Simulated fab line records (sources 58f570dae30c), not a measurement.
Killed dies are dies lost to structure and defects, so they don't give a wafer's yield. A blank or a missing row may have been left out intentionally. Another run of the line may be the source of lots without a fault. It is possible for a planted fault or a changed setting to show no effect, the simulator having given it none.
Which tool was responsible? ; flow berkeley cmos170 ; 45 wafers sampled from 15 lots at 1 step of a route of 331

== WHAT THE GAUGES READ, wafer by wafer ==
No reading from a measuring or inspecting step in the record can be judged against a usual standard deviation.

== WHAT TOOL EACH LOT RAN ON (gives the tool, then ch and the chambers of the sampled wafers, and finally the start) ==
lot;UCB170_START_OXIDATION_02
L856;furnace-01 ch 0, day 1 15:38
L857;furnace-03 ch 0, day 1 18:29
L860;furnace-01 ch 0, day 2 09:26
L861;furnace-01 ch 0, day 2 13:56
L863;furnace-03 ch 0, day 2 22:05
L866;furnace-04 ch 0, day 3 15:05
L868;furnace-01, day 3 23:32
L869;furnace-01, day 4 05:18
L870;furnace-01, day 4 09:24
L871;furnace-01 ch 0, day 4 13:42
L875;furnace-04 ch 0, day 5 15:29
L876;furnace-04 ch 0, day 5 15:29
L877;furnace-01 ch 0, day 5 21:20
L878;furnace-04 ch 0, day 6 00:55
L879;furnace-03 ch 0, day 6 07:55
- UCB170_START_OXIDATION_02: target thk 20 nm, ox time 1800 s.

== AS READ BY THE TOOLS THEMSELVES (means over the sampled wafers that have a number; for cases with no such wafer, the mark the record gives instead) ==
UCB170_START_OXIDATION_02. Usual: ox temp c 950.0 C, standard deviation 0.42; ox temp c max 954.8, standard deviation 1.2; spike tc load C 974.5 C, standard deviation 1.3.
lot;tool;ox temp c (C);ox temp c max;spike tc load C (C);flag
L856;furnace-01;949.4;954.6;975.6;
L857;furnace-03;949.6;954.0;973.6;
L860;furnace-01;950.4;957.0;976.5;
L861;furnace-01;949.7;956.1;975.4;
L863;furnace-03;949.6;953.8;973.0;
L866;furnace-04;950.1;954.9;975.2;
L868;furnace-01;-;-;-;OFF
L869;furnace-01;-;-;-;OFF
L870;furnace-01;-;-;-;OFF
L871;furnace-01;950.2;956.3;975.2;
L875;furnace-04;950.1;954.2;973.1;
L876;furnace-04;949.8;953.2;974.0;
L877;furnace-01;950.2;955.3;975.6;
L878;furnace-04;950.7;954.7;974.8;
L879;furnace-03;950.1;954.9;973.9;

== THE ANSWER, worked out from the rows above alone ==
Rule: take the mean of a lot's wafers that have a number; if it is more than 3 standard deviations from the usual mean, the lot is off. A lot without any number at a reading at which 4 lots or more have one is off too. All remaining lots with rows at the step are treated as sound. After the gauges, taken in route order, come the tools' own readings; for these a lot's mean is taken, as printed above. The first step at which some lot is off is used, and at that step the reading that is off furthest; a lot without a number counts as furthest.
Off: L868, L869, L870 (UCB170_START_OXIDATION_02, ox temp c). Without a number there: L868, L869, L870.
A tool fits if, at that step or a process step before it, it ran every lot that is off, and no sound lot after the first of them. Of those tried, none fits.

== WHAT THE SIMULATOR HAD PUT IN ==
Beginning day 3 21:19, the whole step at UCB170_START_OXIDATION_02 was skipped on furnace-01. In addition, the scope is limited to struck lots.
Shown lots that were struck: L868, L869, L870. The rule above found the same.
